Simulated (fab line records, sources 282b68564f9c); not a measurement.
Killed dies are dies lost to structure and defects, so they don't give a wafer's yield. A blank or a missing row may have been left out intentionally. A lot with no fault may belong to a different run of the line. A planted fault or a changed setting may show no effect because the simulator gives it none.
The tool behind it: which one?	flow ritCmos	13 lots with 39 wafers sampled at 2 steps, on a route of 202 steps

== WHAT EACH GAUGE READ, for each wafer ==
Not one reading of a measure or inspect step in the record can be checked against a usual standard deviation.

== TOOL THAT RAN EACH LOT (tool first, then ch and the chambers of the sampled wafers, then the start) ==
lot	RIT_PRETRO_IMPLANT_08	RIT_M1_PROBE_99
L416	implanter-02 ch 0, day 2 08:19	-
L417	implanter-02 ch 0, day 2 12:07	-
L420	implanter-02 ch 0, day 3 03:43	-
L421	implanter-02 ch 0, day 3 09:56	-
L425	implanter-02 ch 0, day 4 04:00	prober-01, day 5 06:10
L427	implanter-01 ch 0, day 4 13:55	-
L428	implanter-03 ch 0, day 4 19:55	-
L430	implanter-03 ch 0, day 5 05:43	-
L432	implanter-03 ch 0, day 5 15:34	-
L433	implanter-01 ch 0, day 5 20:43	-
L434	implanter-03 ch 0, day 6 02:59	prober-02, day 7 04:46
L438	implanter-01 ch 0, day 6 21:36	-
L439	implanter-01 ch 0, day 7 02:49	-
- RIT_PRETRO_IMPLANT_08
- RIT_M1_PROBE_99

== AS READ BY THE TOOLS THEMSELVES (means over the sampled wafers that have a number; for cases with no such wafer, the mark the record gives instead) ==
RIT_PRETRO_IMPLANT_08. Usual: beamEnergyKeV 44.996, standard deviation 0.014.
lot	tool	beamEnergyKeV	flag
L416	implanter-02	44.981	
L417	implanter-02	44.998	
L420	implanter-02	39.771	OFF
L421	implanter-02	39.742	OFF
L425	implanter-02	39.763	OFF
L427	implanter-01	45.009	
L428	implanter-03	44.984	
L430	implanter-03	44.981	
L432	implanter-03	45.002	
L433	implanter-01	45.009	
L434	implanter-03	44.997	
L438	implanter-01	44.986	
L439	implanter-01	44.999	

RIT_M1_PROBE_99. Usual: killedAtContacts 0.1, standard deviation 0.23; killedAtFrontEnd 7.3, standard deviation 2.9; killedDies 7.3, standard deviation 3; killedOpen 3.6, standard deviation 1.8; killedShort 3.7, standard deviation 2.1.
lot	tool	killedAtContacts	killedAtFrontEnd	killedDies	killedOpen	killedShort	flag
L425	prober-01	0.0	6.3	6.3	3.0	3.3	
L434	prober-02	0.0	8.7	8.7	3.3	5.3	

== THE ANSWER, worked out from the rows above alone ==
Rule: a lot is off if the mean of its wafers that have a number lies more than 3 standard deviations from the usual mean. Also off: a lot with no number at a reading for which 4 or more lots have one. The other lots that the step has rows for count as sound. After the gauges, taken in route order, come the tools' own readings; for these a lot's mean is taken, as printed above. The first step at which some lot is off is used, and at that step the reading that is off furthest; a lot without a number counts as furthest.
Off: L420, L421, L425 (RIT_PRETRO_IMPLANT_08, beamEnergyKeV).
If a tool, at that step or one of the process steps before it, ran each lot that is off and ran no sound lot following the first of them, it fits. One candidate fits, namely implanter-02 at RIT_PRETRO_IMPLANT_08. A fault onset in the window from L417 (day 2 12:07, its last sound lot) to L420 (day 3 03:43, its first lot off) fits.
On the lots that are off, the tool's own readings at RIT_PRETRO_IMPLANT_08 differ by more than 5 times the standard deviation of the sound lots' means, which bears it out; beamEnergyKeV reads 39.759 there versus 44.995 on the sound lots.

== WHAT HAD BEEN PUT IN BY THE SIMULATOR ==
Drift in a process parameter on implanter-02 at RIT_PRETRO_IMPLANT_08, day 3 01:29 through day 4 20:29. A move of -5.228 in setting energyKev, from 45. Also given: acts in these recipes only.
Shown lots that were struck: L420, L421, L425. The rule given above showed the same thing.
